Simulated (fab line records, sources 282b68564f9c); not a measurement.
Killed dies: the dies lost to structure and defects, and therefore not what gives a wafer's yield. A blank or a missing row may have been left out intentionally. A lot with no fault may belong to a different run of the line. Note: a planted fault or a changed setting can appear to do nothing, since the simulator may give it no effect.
Which of the tools did it? :: flow rit-cmos :: 14 lots, 42 wafers sampled, at 4 steps of a route of 202

== WHAT THE GAUGES SHOWED, per wafer ==
RIT_CONTACT_CD_MEAS_08: the cd target is 1000 nm. Usual: 1000.6 nm for cd-nm, sd 2.3.
lot: L350
measured: day 3 05:23
on: cd-sem-01
cd-nm (nm): 1000.9 1000.4 999.9
flag: 

lot: L351
measured: day 3 07:58
on: cd-sem-01
cd-nm (nm): 998.3 999.2 995.7
flag: 

lot: L352
measured: day 3 15:14
on: cd-sem-01
cd-nm (nm): 1002.4 1001.9 1002.3
flag: 

lot: L354
measured: day 4 01:44
on: cd-sem-01
cd-nm (nm): 1004.6 1002.3 1001.8
flag: 

lot: L355
measured: day 4 05:17
on: cd-sem-01
cd-nm (nm): 1000.9 1001.0 1000.9
flag: 

lot: L357
measured: day 4 15:12
on: cd-sem-01
cd-nm (nm): 997.7 998.3 999.3
flag: 

lot: L362
measured: day 5 15:39
on: cd-sem-01
cd-nm (nm): 994.8 999.0 992.5
flag: 

lot: L363
measured: day 5 20:09
on: cd-sem-02
cd-nm (nm): 1001.2 1001.1 1000.0
flag: 

lot: L364
measured: day 6 02:07
on: cd-sem-01
cd-nm (nm): 999.7 1001.5 999.4
flag: 

lot: L368
measured: day 6 22:07
on: cd-sem-01
cd-nm (nm): 1000.5 1002.0 1001.4
flag: 

lot: L369
measured: day 7 02:50
on: cd-sem-02
cd-nm (nm): 1000.9 1000.1 1001.5
flag: 

lot: L371
measured: day 7 14:34
on: cd-sem-02
cd-nm (nm): 1000.2 1003.5 1001.6
flag: 

lot: L372
measured: day 7 19:45
on: cd-sem-02
cd-nm (nm): 1002.2 999.4 1000.2
flag: 

lot: L373
measured: day 8 04:12
on: cd-sem-02
cd-nm (nm): 997.7 995.2 997.5
flag: 

== EACH LOT AND THE TOOL THAT RAN IT (in order: tool; ch and the chambers of the sampled wafers; start) ==
lot: L350
RIT_ACTIVE_ETCH_13: rie-diel-02 ch 0,1,2, day 1 15:23
RIT_PSD_STRIP_09: plasma-asher-01 ch 0,1, day 3 02:08
RIT_SDANNEAL_RTA_03: rtp-anneal-01 ch 0, day 3 02:46

lot: L351
RIT_ACTIVE_ETCH_13: rie-diel-04 ch 1,2,3, day 1 19:56
RIT_PSD_STRIP_09: plasma-asher-02 ch 0,1, day 3 05:04
RIT_SDANNEAL_RTA_03: rtp-anneal-02 ch 0, day 3 05:43

lot: L352
RIT_ACTIVE_ETCH_13: rie-diel-04 ch 0,1, day 2 01:55
RIT_PSD_STRIP_09: plasma-asher-02 ch 0,1, day 3 12:18
RIT_SDANNEAL_RTA_03: rtp-anneal-01 ch 0, day 3 12:55

lot: L354
RIT_ACTIVE_ETCH_13: rie-diel-02 ch 0,2,3, day 2 10:43
RIT_PSD_STRIP_09: plasma-asher-04 ch 1, day 3 22:53
RIT_SDANNEAL_RTA_03: rtp-anneal-01 ch 0, day 3 23:29

lot: L355
RIT_ACTIVE_ETCH_13: rie-diel-02 ch 0,1,3, day 2 15:50
RIT_PSD_STRIP_09: plasma-asher-01 ch 0,1, day 4 02:19
RIT_SDANNEAL_RTA_03: rtp-anneal-02 ch 0, day 4 02:56

lot: L357
RIT_ACTIVE_ETCH_13: rie-diel-04 ch 1,2,3, day 3 02:33
RIT_PSD_STRIP_09: plasma-asher-04 ch 0,1, day 4 12:20
RIT_SDANNEAL_RTA_03: rtp-anneal-02 ch 0, day 4 12:56

lot: L362
RIT_ACTIVE_ETCH_13: rie-diel-03 ch 0,1,3, day 4 02:43
RIT_PSD_STRIP_09: plasma-asher-02 ch 0,1, day 5 12:34
RIT_SDANNEAL_RTA_03: rtp-anneal-01 ch 0, day 5 13:12

lot: L363
RIT_ACTIVE_ETCH_13: rie-diel-04 ch 0,1, day 4 07:43
RIT_PSD_STRIP_09: plasma-asher-01 ch 0,1, day 5 17:22
RIT_SDANNEAL_RTA_03: rtp-anneal-02 ch 0, day 5 18:00

lot: L364
RIT_ACTIVE_ETCH_13: rie-diel-04 ch 1,3, day 4 12:43
RIT_PSD_STRIP_09: plasma-asher-04 ch 0,1, day 5 23:14
RIT_SDANNEAL_RTA_03: rtp-anneal-01 ch 0, day 5 23:51

lot: L368
RIT_ACTIVE_ETCH_13: rie-diel-03 ch 0,1,3, day 5 08:47
RIT_PSD_STRIP_09: plasma-asher-04 ch 0,1, day 6 19:22
RIT_SDANNEAL_RTA_03: rtp-anneal-01 ch 0, day 6 19:59

lot: L369
RIT_ACTIVE_ETCH_13: rie-diel-04 ch 0,2,3, day 5 13:50
RIT_PSD_STRIP_09: plasma-asher-04 ch 0,1, day 6 23:59
RIT_SDANNEAL_RTA_03: rtp-anneal-02 ch 0, day 7 00:35

lot: L371
RIT_ACTIVE_ETCH_13: rie-diel-04 ch 0,1,3, day 5 23:43
RIT_PSD_STRIP_09: plasma-asher-01 ch 0,1, day 7 11:41
RIT_SDANNEAL_RTA_03: rtp-anneal-02 ch 0, day 7 12:18

lot: L372
RIT_ACTIVE_ETCH_13: rie-diel-03 ch 0,1,2, day 6 04:50
RIT_PSD_STRIP_09: plasma-asher-02 ch 0,1, day 7 16:44
RIT_SDANNEAL_RTA_03: rtp-anneal-01 ch 0, day 7 17:22

lot: L373
RIT_ACTIVE_ETCH_13: rie-diel-03 ch 0,2,3, day 6 09:50
RIT_PSD_STRIP_09: plasma-asher-01 ch 0,1, day 8 01:21
RIT_SDANNEAL_RTA_03: rtp-anneal-02 ch 0, day 8 01:55
- RIT_ACTIVE_ETCH_13: etches Si3N4 in SF6, stops on SiO2, time 210 s, target depth 210 nm.
- RIT_PSD_STRIP_09: strips in O2, time 180 s.
- RIT_SDANNEAL_RTA_03: time 5 s.

== AS READ BY THE TOOLS THEMSELVES (means over the sampled wafers that have a number; for cases with no such wafer, the mark the record gives instead) ==
RIT_ACTIVE_ETCH_13. Usual: drypump-motor-current-A 5.7 A, standard deviation 0.4; oes-product-au 0.812 a.u., standard deviation 0.014; throttle-valve-pct 7.54 %, standard deviation 0.076.
lot: L350
tool: rie-diel-02
drypump-motor-current-A (A): 5.3
oes-product-au (a.u.): 0.811
throttle-valve-pct (%): 7.51
flag: 

lot: L351
tool: rie-diel-04
drypump-motor-current-A (A): 5.8
oes-product-au (a.u.): 0.807
throttle-valve-pct (%): 7.58
flag: 

lot: L352
tool: rie-diel-04
drypump-motor-current-A (A): 6.1
oes-product-au (a.u.): 0.807
throttle-valve-pct (%): 7.53
flag: 

lot: L354
tool: rie-diel-02
drypump-motor-current-A (A): 5.6
oes-product-au (a.u.): 0.966
throttle-valve-pct (%): 7.58
flag: OFF

lot: L355
tool: rie-diel-02
drypump-motor-current-A (A): 5.4
oes-product-au (a.u.): 0.963
throttle-valve-pct (%): 7.56
flag: OFF

lot: L357
tool: rie-diel-04
drypump-motor-current-A (A): 5.8
oes-product-au (a.u.): 0.814
throttle-valve-pct (%): 7.58
flag: 

lot: L362
tool: rie-diel-03
drypump-motor-current-A (A): 5.8
oes-product-au (a.u.): 0.804
throttle-valve-pct (%): 7.48
flag: 

lot: L363
tool: rie-diel-04
drypump-motor-current-A (A): 5.9
oes-product-au (a.u.): 0.805
throttle-valve-pct (%): 7.50
flag: 

lot: L364
tool: rie-diel-04
drypump-motor-current-A (A): 5.6
oes-product-au (a.u.): 0.811
throttle-valve-pct (%): 7.52
flag: 

lot: L368
tool: rie-diel-03
drypump-motor-current-A (A): 5.8
oes-product-au (a.u.): 0.802
throttle-valve-pct (%): 7.49
flag: 

lot: L369
tool: rie-diel-04
drypump-motor-current-A (A): 6.0
oes-product-au (a.u.): 0.813
throttle-valve-pct (%): 7.61
flag: 

lot: L371
tool: rie-diel-04
drypump-motor-current-A (A): 5.8
oes-product-au (a.u.): 0.813
throttle-valve-pct (%): 7.56
flag: 

lot: L372
tool: rie-diel-03
drypump-motor-current-A (A): 5.8
oes-product-au (a.u.): 0.814
throttle-valve-pct (%): 7.51
flag: 

lot: L373
tool: rie-diel-03
drypump-motor-current-A (A): 5.7
oes-product-au (a.u.): 0.823
throttle-valve-pct (%): 7.51
flag: 

RIT_PSD_STRIP_09. Usual: 5.7 A for drypump-motor-current-A, sd 0.35.
lot: L350
tool: plasma-asher-01
drypump-motor-current-A (A): 6.0
flag: 

lot: L351
tool: plasma-asher-02
drypump-motor-current-A (A): 5.5
flag: 

lot: L352
tool: plasma-asher-02
drypump-motor-current-A (A): 5.6
flag: 

lot: L354
tool: plasma-asher-04
drypump-motor-current-A (A): 5.0
flag: 

lot: L355
tool: plasma-asher-01
drypump-motor-current-A (A): 6.1
flag: 

lot: L357
tool: plasma-asher-04
drypump-motor-current-A (A): 5.2
flag: 

lot: L362
tool: plasma-asher-02
drypump-motor-current-A (A): 5.5
flag: 

lot: L363
tool: plasma-asher-01
drypump-motor-current-A (A): 5.9
flag: 

lot: L364
tool: plasma-asher-04
drypump-motor-current-A (A): 5.3
flag: 

lot: L368
tool: plasma-asher-04
drypump-motor-current-A (A): 5.3
flag: 

lot: L369
tool: plasma-asher-04
drypump-motor-current-A (A): 5.1
flag: 

lot: L371
tool: plasma-asher-01
drypump-motor-current-A (A): 5.9
flag: 

lot: L372
tool: plasma-asher-02
drypump-motor-current-A (A): 5.6
flag: 

lot: L373
tool: plasma-asher-01
drypump-motor-current-A (A): 5.9
flag: 

RIT_SDANNEAL_RTA_03. Usual: 1053.4 for wafer_temp_C_max, sd 1.2.
lot: L350
tool: rtp-anneal-01
wafer_temp_C_max: 1054.6
flag: 

lot: L351
tool: rtp-anneal-02
wafer_temp_C_max: 1052.5
flag: 

lot: L352
tool: rtp-anneal-01
wafer_temp_C_max: 1051.9
flag: 

lot: L354
tool: rtp-anneal-01
wafer_temp_C_max: 1053.5
flag: 

lot: L355
tool: rtp-anneal-02
wafer_temp_C_max: 1053.9
flag: 

lot: L357
tool: rtp-anneal-02
wafer_temp_C_max: 1053.6
flag: 

lot: L362
tool: rtp-anneal-01
wafer_temp_C_max: 1054.2
flag: 

lot: L363
tool: rtp-anneal-02
wafer_temp_C_max: 1053.0
flag: 

lot: L364
tool: rtp-anneal-01
wafer_temp_C_max: 1053.5
flag: 

lot: L368
tool: rtp-anneal-01
wafer_temp_C_max: 1052.9
flag: 

lot: L369
tool: rtp-anneal-02
wafer_temp_C_max: 1053.0
flag: 

lot: L371
tool: rtp-anneal-02
wafer_temp_C_max: 1053.7
flag: 

lot: L372
tool: rtp-anneal-01
wafer_temp_C_max: 1053.1
flag: 

lot: L373
tool: rtp-anneal-02
wafer_temp_C_max: 1054.8
flag: 

== THE ANSWER, worked out from the rows above alone ==
Rule: lot off if the mean of its wafers having a number is beyond 3 standard deviations from the usual mean. A lot without any number at a reading at which 4 lots or more have one is off too. Where the step has rows for the other lots, those lots are counted as sound. After the gauges, taken in route order, come the tools' own readings; for these a lot's mean is taken, as printed above. The first step at which some lot is off is used, and at that step the reading that is off furthest; a lot without a number counts as furthest.
Off, at RIT_ACTIVE_ETCH_13 on oes-product-au: L354, L355.
A tool fits if, at that step or a process step before it, it ran every lot that is off, and no sound lot after the first of them. One fits: RIT_ACTIVE_ETCH_13 on rie-diel-02. A fault onset in the window from L350 (day 1 15:23, its last sound lot) to L354 (day 2 10:43, its first lot off) fits.
On the lots that are off, the tool's own readings at RIT_ACTIVE_ETCH_13 differ by more than 5 times the standard deviation of the sound lots' means, which bears it out; oes-product-au reads 0.964 a.u. there versus 0.810 a.u. on the sound lots.

== WHAT THE SIMULATOR HAD INSERTED ==
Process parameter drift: rie-diel-02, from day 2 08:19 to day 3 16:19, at RIT_ACTIVE_ETCH_13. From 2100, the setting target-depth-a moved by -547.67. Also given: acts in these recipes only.
Struck lots among those shown: L354, L355. The rule above found the same.
